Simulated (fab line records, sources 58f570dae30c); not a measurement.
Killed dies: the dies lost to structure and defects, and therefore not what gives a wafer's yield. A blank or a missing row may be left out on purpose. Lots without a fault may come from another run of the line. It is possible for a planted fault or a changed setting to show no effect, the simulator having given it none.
The tool behind it: which one? / flow berkeleyCmos170 / 13 lots, 39 wafers sampled, at 6 steps of a route of 331

WHAT THE GAUGES SHOWED, per wafer
UCB170_ACTIVE_THK_MEAS_03.
lot=L513; measured=day 4 06:50; on=filmMetro-02; ACTIVE_OXIDE_THK (nm)=26.8 26.9 26.5
lot=L514; measured=day 4 14:00; on=filmMetro-03; ACTIVE_OXIDE_THK (nm)=26.4 26.4 26.7
lot=L517; measured=day 5 07:32; on=filmMetro-02; ACTIVE_OXIDE_THK (nm)=26.6 26.9 26.8
lot=L518; measured=day 5 07:33; on=filmMetro-03; ACTIVE_OXIDE_THK (nm)=27.0 27.1 27.2
lot=L519; measured=day 5 07:35; on=filmMetro-01; ACTIVE_OXIDE_THK (nm)=26.9 27.3 26.2
lot=L521; measured=day 5 18:53; on=filmMetro-03; ACTIVE_OXIDE_THK (nm)=26.1 26.2 26.2
lot=L522; measured=day 6 03:50; on=filmMetro-03; ACTIVE_OXIDE_THK (nm)=26.1 25.8 25.8
lot=L527; measured=day 6 20:27; on=filmMetro-03; ACTIVE_OXIDE_THK (nm)=26.2 26.2 25.8
lot=L531; measured=day 7 17:13; on=filmMetro-02; ACTIVE_OXIDE_THK (nm)=26.1 26.4 26.4
lot=L530; measured=day 7 17:16; on=filmMetro-03; ACTIVE_OXIDE_THK (nm)=26.2 26.4 26.0
lot=L532; measured=day 7 20:13; on=filmMetro-01; ACTIVE_OXIDE_THK (nm)=26.7 26.4 26.5
lot=L534; measured=day 8 03:38; on=filmMetro-01; ACTIVE_OXIDE_THK (nm)=26.5 26.7 26.8
lot=L535; measured=day 8 09:00; on=filmMetro-03; ACTIVE_OXIDE_THK (nm)=26.8 27.0 27.0

UCB170_PLDD_OVL_MEAS_07.
lot=L513; measured=day 6 13:57; on=overlay-02; PLDD_OVL (nm)=-7 -1 -3
lot=L514; measured=day 6 16:57; on=overlay-02; PLDD_OVL (nm)=-3 -2 -6
lot=L517; measured=day 7 04:52; on=overlay-02; PLDD_OVL (nm)=-1 1 -5
lot=L518; measured=day 7 04:36; on=overlay-02; PLDD_OVL (nm)=-6 -8 -11
lot=L519; measured=day 7 05:08; on=overlay-02; PLDD_OVL (nm)=-1 0 5
lot=L521; measured=day 7 21:50; on=overlay-02; PLDD_OVL (nm)=-10 -6 -7
lot=L522; measured=day 8 06:13; on=overlay-01; PLDD_OVL (nm)=5 -3 -4
lot=L527; measured=day 9 03:28; on=overlay-02; PLDD_OVL (nm)=2 4 1
lot=L531; measured=day 9 22:46; on=overlay-01; PLDD_OVL (nm)=0 2 4
lot=L530; measured=day 9 23:03; on=overlay-02; PLDD_OVL (nm)=-9 -7 -12
lot=L532; measured=day 9 23:13; on=overlay-02; PLDD_OVL (nm)=-4 4 7
lot=L534; measured=day 10 06:27; on=overlay-01; PLDD_OVL (nm)=-8 -16 -13
lot=L535; measured=day 10 13:29; on=overlay-01; PLDD_OVL (nm)=-8 -3 -14

UCB170_SILICIDE_RS_MEAS_02: measurement is done with a four-point probe.
lot=L513; measured=day 8 02:35; on=filmMetro-01; SILICIDE_TI_RS (ohm/sq)=25.01 24.80 24.97
lot=L514; measured=day 7 06:57; on=filmMetro-04; SILICIDE_TI_RS (ohm/sq)=25.57 25.43 25.38
lot=L517; measured=day 7 18:26; on=filmMetro-03; SILICIDE_TI_RS (ohm/sq)=25.11 25.03 25.10
lot=L518; measured=day 7 18:17; on=filmMetro-04; SILICIDE_TI_RS (ohm/sq)=25.22 25.45 25.37
lot=L519; measured=day 7 18:41; on=filmMetro-04; SILICIDE_TI_RS (ohm/sq)=24.72 24.70 24.66
lot=L521; measured=day 8 11:00; on=filmMetro-03; SILICIDE_TI_RS (ohm/sq)=24.88 24.85 54.34
lot=L522; measured=day 8 21:22; on=filmMetro-04; SILICIDE_TI_RS (ohm/sq)=25.42 25.49 25.54
lot=L527; measured=day 9 19:47; on=filmMetro-03; SILICIDE_TI_RS (ohm/sq)=25.16 25.37 25.10
lot=L531; measured=day 10 12:34; on=filmMetro-04; SILICIDE_TI_RS (ohm/sq)=25.62 25.74 25.78
lot=L530; measured=day 10 12:48; on=filmMetro-01; SILICIDE_TI_RS (ohm/sq)=25.15 25.00 25.26
lot=L532; measured=day 10 13:26; on=filmMetro-01; SILICIDE_TI_RS (ohm/sq)=25.42 25.74 25.91
lot=L534; measured=day 10 21:28; on=filmMetro-01; SILICIDE_TI_RS (ohm/sq)=25.29 25.09 25.01
lot=L535; measured=day 11 02:44; on=filmMetro-04; SILICIDE_TI_RS (ohm/sq)=25.84 25.66 25.70

UCB170_SILICIDE_THK_MEAS_03: measures by xrf.
lot=L513; measured=day 8 02:42; on=filmMetro-01; SILICIDE_TI_THK (nm)=31.6 31.7 31.4
lot=L514; measured=day 7 07:04; on=filmMetro-04; SILICIDE_TI_THK (nm)=30.8 30.9 31.1
lot=L517; measured=day 7 18:34; on=filmMetro-03; SILICIDE_TI_THK (nm)=31.4 31.4 31.4
lot=L518; measured=day 7 18:23; on=filmMetro-04; SILICIDE_TI_THK (nm)=31.1 30.9 31.1
lot=L519; measured=day 7 18:48; on=filmMetro-04; SILICIDE_TI_THK (nm)=31.8 31.7 31.8
lot=L521; measured=day 8 11:07; on=filmMetro-03; SILICIDE_TI_THK (nm)=31.7 31.6 16.5
lot=L522; measured=day 8 21:28; on=filmMetro-04; SILICIDE_TI_THK (nm)=30.8 30.9 30.7
lot=L527; measured=day 9 19:55; on=filmMetro-03; SILICIDE_TI_THK (nm)=31.4 31.2 31.5
lot=L531; measured=day 10 12:41; on=filmMetro-04; SILICIDE_TI_THK (nm)=30.9 30.6 30.6
lot=L530; measured=day 10 12:55; on=filmMetro-01; SILICIDE_TI_THK (nm)=31.3 31.6 31.3
lot=L532; measured=day 10 13:34; on=filmMetro-01; SILICIDE_TI_THK (nm)=30.8 30.6 30.7
lot=L534; measured=day 10 21:35; on=filmMetro-01; SILICIDE_TI_THK (nm)=31.1 31.4 31.3
lot=L535; measured=day 11 02:50; on=filmMetro-04; SILICIDE_TI_THK (nm)=30.4 30.6 30.8

UCB170_V1_OVL_MEAS_13.
lot=L513; measured=day 8 16:31; on=overlay-02; V1_OVL (nm)=9 9 7
lot=L514; measured=day 7 22:36; on=overlay-01; V1_OVL (nm)=4 6 13
lot=L517; measured=day 8 07:47; on=overlay-02; V1_OVL (nm)=9 8 6
lot=L518; measured=day 8 08:07; on=overlay-01; V1_OVL (nm)=3 1 -3
lot=L519; measured=day 8 08:35; on=overlay-02; V1_OVL (nm)=1 2 0
lot=L521; measured=day 9 02:51; on=overlay-01; V1_OVL (nm)=4 -4 -2
lot=L522; measured=day 9 16:32; on=overlay-01; V1_OVL (nm)=5 3 3
lot=L527; measured=day 10 10:41; on=overlay-02; V1_OVL (nm)=4 1 2
lot=L531; measured=day 11 03:59; on=overlay-02; V1_OVL (nm)=-3 -4 -6
lot=L530; measured=day 11 04:34; on=overlay-02; V1_OVL (nm)=-6 -4 -7
lot=L532; measured=day 11 03:43; on=overlay-01; V1_OVL (nm)=3 8 -4
lot=L534; measured=day 11 10:49; on=overlay-02; V1_OVL (nm)=4 0 1
lot=L535; measured=day 11 14:56; on=overlay-02; V1_OVL (nm)=6 2 4

WHAT TOOL EACH LOT RAN ON (gives the tool, then ch and the chambers of the sampled wafers, and finally the start)
lot=L513; UCB170_SILICIDE_SPUTTER_01=pvdSputter-01, day 8 02:32
lot=L514; UCB170_SILICIDE_SPUTTER_01=pvdSputter-04, day 7 06:55
lot=L517; UCB170_SILICIDE_SPUTTER_01=pvdSputter-02, day 7 18:25
lot=L518; UCB170_SILICIDE_SPUTTER_01=pvdSputter-04, day 7 18:13
lot=L519; UCB170_SILICIDE_SPUTTER_01=pvdSputter-04, day 7 18:38
lot=L521; UCB170_SILICIDE_SPUTTER_01=pvdSputter-04, day 8 10:57
lot=L522; UCB170_SILICIDE_SPUTTER_01=pvdSputter-02, day 8 21:17
lot=L527; UCB170_SILICIDE_SPUTTER_01=pvdSputter-02, day 9 19:46
lot=L531; UCB170_SILICIDE_SPUTTER_01=pvdSputter-01, day 10 12:32
lot=L530; UCB170_SILICIDE_SPUTTER_01=pvdSputter-02, day 10 12:43
lot=L532; UCB170_SILICIDE_SPUTTER_01=pvdSputter-01, day 10 13:25
lot=L534; UCB170_SILICIDE_SPUTTER_01=pvdSputter-01, day 10 21:26
lot=L535; UCB170_SILICIDE_SPUTTER_01=pvdSputter-04, day 11 02:41
- UCB170_SILICIDE_SPUTTER_01: material Ti, target thk 30 nm, time 25.64 s.

WHAT THE TOOLS THEMSELVES READ (means of the sampled wafers that have a number; where no wafer has one, the mark that the record gives instead)
UCB170_SILICIDE_SPUTTER_01.
lot=L513; tool=pvdSputter-01; cathodeDcPowerW (W)=1499.8; throttleValvePct (%)=30.7
lot=L514; tool=pvdSputter-04; cathodeDcPowerW (W)=1499.9; throttleValvePct (%)=29.7
lot=L517; tool=pvdSputter-02; cathodeDcPowerW (W)=1500.0; throttleValvePct (%)=31.1
lot=L518; tool=pvdSputter-04; cathodeDcPowerW (W)=1500.0; throttleValvePct (%)=28.8
lot=L519; tool=pvdSputter-04; cathodeDcPowerW (W)=1500.1; throttleValvePct (%)=29.8
lot=L521; tool=pvdSputter-04; cathodeDcPowerW (W)=1499.9; throttleValvePct (%)=29.7
lot=L522; tool=pvdSputter-02; cathodeDcPowerW (W)=1500.0; throttleValvePct (%)=31.0
lot=L527; tool=pvdSputter-02; cathodeDcPowerW (W)=1499.9; throttleValvePct (%)=31.1
lot=L531; tool=pvdSputter-01; cathodeDcPowerW (W)=1500.1; throttleValvePct (%)=30.4
lot=L530; tool=pvdSputter-02; cathodeDcPowerW (W)=1500.0; throttleValvePct (%)=30.5
lot=L532; tool=pvdSputter-01; cathodeDcPowerW (W)=1499.9; throttleValvePct (%)=30.3
lot=L534; tool=pvdSputter-01; cathodeDcPowerW (W)=1499.9; throttleValvePct (%)=30.2
lot=L535; tool=pvdSputter-04; cathodeDcPowerW (W)=1499.8; throttleValvePct (%)=30.2

THE ANSWER, worked out from the rows above alone
Rule: what is usual is taken from the lots themselves. The widest of any qualifying gaps counts: lots, ordered by their means at a reading, are off when they make up no more than a third of the lots, leave a main group of 4 or more, and stand apart from it by 3 or more times the standard deviation of that group's means. The tables above print the reading to a certain number of digits; a main group whose means all agree to those digits is not used. Also off: a lot with no number at a reading for which 4 or more lots have one. All remaining lots with rows at the step are treated as sound. Order of review: gauges by route order, followed by the tools' own readings, for which a lot's mean as printed above is used. The first step at which some lot is off is used, and at that step the reading that is off furthest; a lot without a number counts as furthest.
Off: L521, at UCB170_SILICIDE_RS_MEAS_02 (SILICIDE_TI_RS). Main group: mean 25.30 ohm/sq, sd 0.32.
If a tool, at a process step before that reading, ran all the lots that are off and no sound lot after the first of them, it fits. Those tools and the gauges at UCB170_SILICIDE_RS_MEAS_02 are tried in the same way. None of those tried fits.

WHAT THE SIMULATOR HAD INSERTED
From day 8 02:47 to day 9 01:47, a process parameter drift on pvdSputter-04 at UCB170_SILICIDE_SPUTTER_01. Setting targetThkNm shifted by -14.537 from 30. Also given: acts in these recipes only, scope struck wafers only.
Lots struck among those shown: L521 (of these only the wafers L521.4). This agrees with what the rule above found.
